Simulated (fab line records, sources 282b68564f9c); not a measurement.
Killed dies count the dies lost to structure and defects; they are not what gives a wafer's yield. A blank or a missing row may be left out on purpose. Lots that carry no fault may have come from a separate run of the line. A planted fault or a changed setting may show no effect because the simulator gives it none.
A sampling plan put to the test -- flow ritCmos -- one line in one fab, 36 faults in these records, each fault weighed on the records of the lots it struck
Plan = the line's own looks (route steps where a gauge or an inspection reads the wafer without altering it). A look is open to judgement when struck wafers have a number at it and the file gives its usual mean and standard deviation on fault-free wafers. Caught: the struck wafers' mean, at a look after the fault's first step, is 4 or more of those standard deviations (sigma) away from the usual mean. On the tool: the same test on the tool's own readings at the fault's steps. Also counted as caught: the struck wafers showing another recipe, or a record that is empty for them alone.

## THE FAULTS, as the simulator had put them in
1. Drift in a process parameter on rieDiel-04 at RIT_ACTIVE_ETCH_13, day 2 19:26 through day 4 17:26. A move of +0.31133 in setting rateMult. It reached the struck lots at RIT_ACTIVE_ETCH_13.
2. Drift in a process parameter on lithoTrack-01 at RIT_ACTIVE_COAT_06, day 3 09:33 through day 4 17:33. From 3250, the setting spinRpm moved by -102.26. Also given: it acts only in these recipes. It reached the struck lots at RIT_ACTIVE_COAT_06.
3. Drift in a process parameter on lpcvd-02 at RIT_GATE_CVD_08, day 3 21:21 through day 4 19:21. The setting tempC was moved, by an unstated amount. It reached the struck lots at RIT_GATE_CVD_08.
4. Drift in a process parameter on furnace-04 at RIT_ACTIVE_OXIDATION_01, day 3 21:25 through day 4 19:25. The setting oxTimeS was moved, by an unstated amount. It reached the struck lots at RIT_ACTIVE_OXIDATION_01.
5. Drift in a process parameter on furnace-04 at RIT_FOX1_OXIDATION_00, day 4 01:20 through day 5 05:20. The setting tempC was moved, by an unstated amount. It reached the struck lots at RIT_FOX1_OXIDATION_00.
6. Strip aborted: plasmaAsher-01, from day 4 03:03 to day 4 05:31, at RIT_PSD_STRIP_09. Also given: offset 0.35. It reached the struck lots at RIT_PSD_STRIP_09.
7. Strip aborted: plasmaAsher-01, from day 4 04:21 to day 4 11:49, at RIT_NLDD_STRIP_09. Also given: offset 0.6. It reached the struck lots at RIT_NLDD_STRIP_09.
8. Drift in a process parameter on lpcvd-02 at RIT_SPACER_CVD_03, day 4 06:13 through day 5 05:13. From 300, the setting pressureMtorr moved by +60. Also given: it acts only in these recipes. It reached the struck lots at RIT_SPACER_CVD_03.
9. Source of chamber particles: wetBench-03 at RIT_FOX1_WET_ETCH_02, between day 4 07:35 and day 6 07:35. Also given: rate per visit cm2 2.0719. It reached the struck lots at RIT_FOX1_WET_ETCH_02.
10. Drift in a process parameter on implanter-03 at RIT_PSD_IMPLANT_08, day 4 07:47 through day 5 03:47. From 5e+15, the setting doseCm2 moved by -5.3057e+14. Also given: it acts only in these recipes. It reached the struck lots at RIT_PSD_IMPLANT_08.
11. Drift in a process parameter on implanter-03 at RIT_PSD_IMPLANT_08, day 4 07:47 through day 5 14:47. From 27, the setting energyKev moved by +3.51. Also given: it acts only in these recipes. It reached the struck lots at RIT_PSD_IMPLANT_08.
12. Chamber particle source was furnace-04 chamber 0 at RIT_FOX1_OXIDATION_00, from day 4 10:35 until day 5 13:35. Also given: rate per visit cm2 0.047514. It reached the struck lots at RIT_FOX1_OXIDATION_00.
13. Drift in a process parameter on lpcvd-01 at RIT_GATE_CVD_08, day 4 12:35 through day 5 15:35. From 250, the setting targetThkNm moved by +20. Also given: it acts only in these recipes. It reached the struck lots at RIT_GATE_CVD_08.
14. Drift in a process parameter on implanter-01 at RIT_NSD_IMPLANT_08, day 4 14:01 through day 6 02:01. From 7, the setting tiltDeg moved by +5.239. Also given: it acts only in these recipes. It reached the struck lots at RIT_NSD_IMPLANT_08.
15. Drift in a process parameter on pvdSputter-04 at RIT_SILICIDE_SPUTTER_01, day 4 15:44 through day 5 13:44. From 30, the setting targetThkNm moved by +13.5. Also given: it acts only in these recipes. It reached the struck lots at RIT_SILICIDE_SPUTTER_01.
16. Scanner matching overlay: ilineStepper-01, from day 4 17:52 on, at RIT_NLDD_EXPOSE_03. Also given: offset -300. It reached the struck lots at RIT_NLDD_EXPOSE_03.
17. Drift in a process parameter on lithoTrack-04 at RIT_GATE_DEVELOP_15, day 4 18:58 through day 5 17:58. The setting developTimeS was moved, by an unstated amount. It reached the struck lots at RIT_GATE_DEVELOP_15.
18. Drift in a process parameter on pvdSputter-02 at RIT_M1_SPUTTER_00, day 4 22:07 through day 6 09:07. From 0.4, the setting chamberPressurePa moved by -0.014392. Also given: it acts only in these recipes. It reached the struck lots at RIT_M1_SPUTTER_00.
19. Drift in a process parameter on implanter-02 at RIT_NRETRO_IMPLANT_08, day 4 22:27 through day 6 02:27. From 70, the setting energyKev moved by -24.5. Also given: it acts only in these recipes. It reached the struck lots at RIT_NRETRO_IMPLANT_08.
20. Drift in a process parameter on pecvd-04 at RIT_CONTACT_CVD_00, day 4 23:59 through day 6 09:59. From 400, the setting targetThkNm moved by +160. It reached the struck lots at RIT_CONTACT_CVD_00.
21. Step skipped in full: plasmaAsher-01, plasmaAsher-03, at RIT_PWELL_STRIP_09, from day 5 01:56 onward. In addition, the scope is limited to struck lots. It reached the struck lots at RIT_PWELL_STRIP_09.
22. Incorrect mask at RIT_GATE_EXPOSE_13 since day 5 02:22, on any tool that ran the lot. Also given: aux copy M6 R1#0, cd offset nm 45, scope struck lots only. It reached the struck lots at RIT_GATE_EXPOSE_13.
23. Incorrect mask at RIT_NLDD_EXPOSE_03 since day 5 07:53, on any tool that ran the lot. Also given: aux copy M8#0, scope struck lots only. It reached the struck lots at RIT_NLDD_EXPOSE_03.
24. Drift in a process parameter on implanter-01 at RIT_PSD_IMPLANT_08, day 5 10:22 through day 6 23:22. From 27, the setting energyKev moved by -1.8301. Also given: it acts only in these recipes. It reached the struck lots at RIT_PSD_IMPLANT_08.
25. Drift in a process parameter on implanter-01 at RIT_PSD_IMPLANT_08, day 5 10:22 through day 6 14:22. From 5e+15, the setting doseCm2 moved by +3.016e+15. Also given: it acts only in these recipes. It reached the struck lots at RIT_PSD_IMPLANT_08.
26. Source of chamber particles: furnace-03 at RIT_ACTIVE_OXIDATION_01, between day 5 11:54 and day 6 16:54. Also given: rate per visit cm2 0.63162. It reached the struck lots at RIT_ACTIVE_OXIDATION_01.
27. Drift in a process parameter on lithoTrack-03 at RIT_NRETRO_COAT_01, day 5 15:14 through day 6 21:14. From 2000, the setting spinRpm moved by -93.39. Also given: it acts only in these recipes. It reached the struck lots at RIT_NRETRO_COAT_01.
28. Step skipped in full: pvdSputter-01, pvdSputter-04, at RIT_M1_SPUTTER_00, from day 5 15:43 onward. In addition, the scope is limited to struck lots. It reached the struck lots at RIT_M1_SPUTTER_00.
29. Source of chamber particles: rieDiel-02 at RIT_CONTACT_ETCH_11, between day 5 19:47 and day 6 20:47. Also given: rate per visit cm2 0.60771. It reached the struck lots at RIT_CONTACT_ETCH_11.
30. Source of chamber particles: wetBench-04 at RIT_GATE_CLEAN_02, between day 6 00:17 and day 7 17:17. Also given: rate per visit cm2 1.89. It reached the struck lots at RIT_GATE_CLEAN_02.
31. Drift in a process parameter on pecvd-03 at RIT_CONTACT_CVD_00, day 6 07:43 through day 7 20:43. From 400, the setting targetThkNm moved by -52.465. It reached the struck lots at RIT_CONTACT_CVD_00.
32. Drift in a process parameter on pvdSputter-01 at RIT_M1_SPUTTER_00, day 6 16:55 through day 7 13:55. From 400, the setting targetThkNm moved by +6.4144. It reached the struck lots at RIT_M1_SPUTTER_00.
33. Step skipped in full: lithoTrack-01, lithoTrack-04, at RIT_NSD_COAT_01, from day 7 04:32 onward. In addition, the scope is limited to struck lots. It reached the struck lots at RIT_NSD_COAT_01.
34. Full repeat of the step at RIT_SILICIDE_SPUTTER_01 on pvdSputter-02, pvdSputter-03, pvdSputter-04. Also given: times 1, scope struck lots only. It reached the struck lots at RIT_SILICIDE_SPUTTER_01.
35. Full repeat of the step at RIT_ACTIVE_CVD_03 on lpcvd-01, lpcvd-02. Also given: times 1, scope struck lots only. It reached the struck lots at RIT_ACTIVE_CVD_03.
36. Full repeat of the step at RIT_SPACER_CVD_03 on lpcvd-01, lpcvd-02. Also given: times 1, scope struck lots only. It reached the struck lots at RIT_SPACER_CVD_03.

## WHAT THE PLAN SAW
fault,on the tool itself,first look that catches it,"reading, sigma",median hours from its first step to that look,hours from the fault's start to the first struck lot there,judged looks passed uncaught
1,under 2 sigma,none of the 4 looks that can be judged after it,-,-,-,4
2,spinSpeedRpm -41 sigma,not the one look that can be judged after it,-,-,-,1
3,spikeTcLoadC -6.4 sigma,RIT_GATE_THK_MEAS_09,GATE_POLY_THK -24,1.6,7,0
4,no reading that can be judged,RIT_ACTIVE_THK_MEAS_02,ACTIVE_OXIDE_THK +27,1.9,0,0
5,tubeCenterTempC -99 or beyond sigma,RIT_FOX1_THK_MEAS_01,FOX1_OXIDE_THK -4.9,1.3,5,0
6,runLengthS -99 or beyond sigma,no look after it can be judged,-,-,-,0
7,runLengthS -99 or beyond sigma,RIT_PLDD_TW_MEAS_10,PLDD_TW -99 or beyond,1.7,9,0
8,pressureMtorr +97 sigma,not the one look that can be judged after it,"strongest: SPACER_NITRIDE_THK at RIT_SPACER_THK_MEAS_04, +3.9",-,-,1
9,no reading that can be judged,no look after it can be judged,-,-,-,0
10,doseIonsCm2 -98 sigma,RIT_SDANNEAL_RS_MEAS_04,PSD_RS +4.9,0.9,3,0
11,beamEnergyKeV +99 or beyond sigma,RIT_PSD_TW_MEAS_10,PSD_TW +4.6,0.3,3,0
12,under 2 sigma,none of the 7 looks that can be judged after it,-,-,-,7
13,under 2 sigma,RIT_GATE_THK_MEAS_09,GATE_POLY_THK +9.2,1.6,10,0
14,tiltDeg +99 or beyond sigma,no look after it can be judged,-,-,-,0
15,under 2 sigma,RIT_SILICIDE_RS_MEAS_02,SILICIDE_TI_RS -24,0.2,4,0
16,no reading that can be judged,RIT_NLDD_OVL_MEAS_06,NLDD_OVL -99 or beyond,0.4,7,0
17,under 2 sigma,not the one look that can be judged after it,"strongest: cdNm at RIT_GATE_CD_MEAS_16, +3.2",-,-,1
18,chamberPressurePa -17 sigma,not the one look that can be judged after it,-,-,-,1
19,beamEnergyKeV -99 or beyond sigma,RIT_NRETRO_TW_MEAS_10,NRETRO_TW -14,0.3,4,0
20,under 2 sigma,RIT_CONTACT_THK_MEAS_01,CONTACT_TEOS_THK +31,0.1,9,0
21,the tool's record is blank for the struck wafers,RIT_NRETRO_TW_MEAS_10,NRETRO_TW -99 or beyond,7.9,11,0
22,no reading that can be judged,RIT_GATE_CD_MEAS_16,cdNm +18,0.4,4,0
23,under 2 sigma,RIT_NLDD_TW_MEAS_10,NLDD_TW -99 or beyond,0.9,4,0
24,beamEnergyKeV -99 or beyond sigma,RIT_SDANNEAL_RS_MEAS_04,PSD_RS +12,0.9,4,0
25,doseIonsCm2 +99 or beyond sigma,RIT_PSD_TW_MEAS_10,PSD_TW +5.1,0.3,3,0
26,under 2 sigma,none of the 2 looks that can be judged after it,-,-,-,2
27,spinSpeedRpm -59 sigma,not the one look that can be judged after it,-,-,-,1
28,the tool's record is blank for the struck wafers,none of the 2 looks that can be judged after it,-,-,-,2
29,under 2 sigma,no look after it can be judged,-,-,-,0
30,no reading that can be judged,no look after it can be judged,-,-,-,0
31,under 2 sigma,RIT_CONTACT_THK_MEAS_01,CONTACT_TEOS_THK -9.7,0.1,7,0
32,under 2 sigma,none of the 4 looks that can be judged after it,-,-,-,4
33,the tool's record is blank for the struck wafers,RIT_PSD_TW_MEAS_10,PSD_TW +8.4,3.0,5,0
34,under 2 sigma,RIT_SILICIDE_RS_MEAS_02,SILICIDE_TI_RS -38,0.5,-,0
35,under 2 sigma,RIT_ACTIVE_THK_MEAS_04,ACTIVE_NITRIDE_THK +87,3.3,-,0
36,under 2 sigma,RIT_SPACER_THK_MEAS_04,SPACER_NITRIDE_THK +93,5.5,-,0
Dash: fault not caught, or number not given in these records.

Caught at a look: 21 of 36. Caught on the tool: 17 of 36. By one or the other: 28 of 36.
On the tool alone, faults 2, 6, 8, 14, 18, 27, 28 were caught.
Caught at a look alone: faults 4, 13, 15, 16, 20, 22, 23, 31, 34, 35, 36.
Caught by neither: faults 1, 9, 12, 17, 26, 29, 30, 32.

## THINNER SAMPLING
If the look that catches a fault measured only every second or every third lot, by lot number, the first struck lot would be measured this late in the worst case:
fault,"struck lots at that look, in order of time",every lot,every second lot,every third lot
3,"L464, L466, L467",7 h,21 h,may miss all 3
4,"L145, L146",0 h,4 h,may miss all 2
5,"L746, L748",5 h,may miss all 2,may miss all 2
7,L172,9 h,may miss it,may miss it
10,"L763, L766",3 h,16 h,may miss all 2
11,"L482, L485",3 h,16 h,may miss all 2
13,"L459, L461",10 h,may miss all 2,may miss all 2
15,"L867, L870",4 h,17 h,may miss all 2
16,"L774, L776, L777, L778",7 h,17 h,22 h
19,"L803, L804, L805",4 h,9 h,14 h
20,"L231, L233",9 h,may miss all 2,may miss all 2
21,"L369, L370",11 h,15 h,may miss all 2
22,L492,4 h,may miss it,may miss it
23,L258,4 h,may miss it,may miss it
24,"L685, L687",4 h,may miss all 2,may miss all 2
25,"L319, L321",3 h,may miss all 2,may miss all 2
31,"L325, L328",7 h,23 h,may miss all 2
33,"L714, L715",5 h,11 h,may miss all 2
Hours are from the fault's start to the first struck lot that is measured. 4 sigma limit: tested on the pooled struck wafers, so a lone lot may be under it. Other struck lots may not be in these records.

## THE LONGEST TIMED WAY FROM STEP TO LOOK
Fault 21: median gap of 7.9 hours between RIT_PWELL_STRIP_09 and RIT_NRETRO_TW_MEAS_10. No look between them can be judged.
